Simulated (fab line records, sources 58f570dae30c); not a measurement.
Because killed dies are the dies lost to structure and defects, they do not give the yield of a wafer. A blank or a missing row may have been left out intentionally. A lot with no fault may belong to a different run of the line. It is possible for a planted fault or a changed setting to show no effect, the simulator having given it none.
A struck lot beside a sound one -- flow berkeley-cmos170 -- 24 out of 331 route steps
Sound: the wafers L986.1, L986.3, L986.6. Struck: wafers L991.3, L991.4, L991.5. The cause is named last.
At each step with rows: each side's tool, then ch and its chambers, then its first start. Under that, the readings that differ: sound wafers -- struck wafers -- difference of the means -- sigmas: that difference in standard deviations of wafers without a fault.
alike: same words and numbers on both sides, and readings whose means sit less than 2 such deviations apart. not compared: any withheld reading, any reading some wafer has no value for, any bound like >300 that may hide the same value, and any number with overlapping values for which the record gives no deviation.
A row with sigmas, a row that says differs or no value, or rows on one side alone: a step with any of these is where the two part. When numbers do not overlap yet have no deviation, they are printed without sigmas and do not part them. Lack of a reading on every wafer of one side parts them only where that side has two or more wafers.

first, 4 steps without rows for these wafers: UCB170_PWELL_WET_ETCH_19 (etches Si3N4 in H3PO4, time 14400 s); UCB170_PWELL_WET_ETCH_20 (etches SiO2 in BOE, time 22 s); UCB170_WELLDRIVE_CLEAN_00 (cleans in SPM, time 600 s); UCB170_WELLDRIVE_OXIDATION_01 (target thk 199 nm, ox time 9000 s).
UCB170_WELLDRIVE_THK_MEAS_02:
  sound on film-metro-01 at day 4 12:29; struck on film-metro-04 at day 5 16:55
  alike: WELLDRIVE_OXIDE_THK
then, 5 steps without rows for these wafers: UCB170_WELLDRIVE_ANNEAL_03 (time 900 s); UCB170_WELLDRIVE_WET_ETCH_04 (etches SiO2 in BOE, time 120 s); UCB170_ACTIVE_CLEAN_00 (cleans in SPM, time 600 s); UCB170_ACTIVE_CLEAN_01 (cleans in dHF, time 60 s); UCB170_ACTIVE_OXIDATION_02 (target thk 26.4 nm, ox time 1260 s).
UCB170_ACTIVE_THK_MEAS_03:
  sound on film-metro-02 at day 4 19:03; struck on film-metro-01 at day 5 23:22
  alike: ACTIVE_OXIDE_THK
then, 1 step without rows for these wafers: UCB170_ACTIVE_ANNEAL_04 (time 900 s).
UCB170_ACTIVE_CVD_05: deposits Si3N4 from SiH2Cl2/NH3, target thk 220 nm, time 3300 s.
  sound on lpcvd-01 ch 1, day 5 00:26; struck on lpcvd-01 ch 1, day 6 07:45
  alike: sih2cl2-flow-sccm, spike-tc-source-C
UCB170_ACTIVE_THK_MEAS_06:
  sound on film-metro-02 at day 5 02:20; struck on film-metro-01 at day 6 09:44
reading,sound,struck,difference,sigmas
ACTIVE_NITRIDE_THK (nm),218.7 217.4 219.1,440.7 440.8 437.9,+221.4,+99 or more
then, 6 steps without rows for these wafers: UCB170_ACTIVE_HMDS_07 (prime time 60 s); UCB170_ACTIVE_COAT_08 (resist thk 900 nm); UCB170_ACTIVE_SOFTBAKE_09 (time 60 s); UCB170_ACTIVE_EXPOSE_10 (exposes mask ACTIVE, target cd 1200 nm); UCB170_ACTIVE_PEB_11; UCB170_ACTIVE_DEVELOP_12 (develop time 45 s).
UCB170_ACTIVE_CD_MEAS_13: the cd target is 1200 nm.
  sound on cd-sem-01 at day 5 04:11; struck on cd-sem-01 at day 6 10:48
  alike: cd-nm
UCB170_ACTIVE_OVL_MEAS_14:
  sound on overlay-02 at day 5 04:19; struck on overlay-02 at day 6 10:53
  alike: ACTIVE_OVL
UCB170_ACTIVE_ETCH_15: etches Si3N4 in CH3F/Ar/O2, stops on SiO2, target depth 242 nm, time 151 s.
  sound on rie-diel-03 ch 0,2,3, day 5 04:21; struck on rie-diel-02 ch 0,1,3, day 6 10:55
reading,sound,struck,difference,sigmas
oes-product-au (a.u.),0.941 0.945 0.916,1.021 0.997 1.011,+0.076,+4
model.etch.depth-nm (nm),218.7 217.4 218.8,249.2 240 247.1,+27.1,
  alike: drypump-motor-current-A, throttle-valve-pct
  not compared: rf-hours-counter-h
UCB170_ACTIVE_STRIP_16: strips in O2.
  sound on plasma-asher-02 ch 0,1, day 5 04:27; struck on plasma-asher-03 ch 0,1, day 6 11:03
  alike: drypump-motor-current-A, o2-flow-sccm, oes-product-au, strip-time-to-endpoint-s
  not compared: rf-hours-counter-h

== WHERE THEY PART ==
Earliest at UCB170_ACTIVE_THK_MEAS_06; latest, in this record, at UCB170_ACTIVE_ETCH_15. Later steps at which nothing parts them and some readings are alike: UCB170_ACTIVE_STRIP_16.

WHY: the cause the simulator had injected
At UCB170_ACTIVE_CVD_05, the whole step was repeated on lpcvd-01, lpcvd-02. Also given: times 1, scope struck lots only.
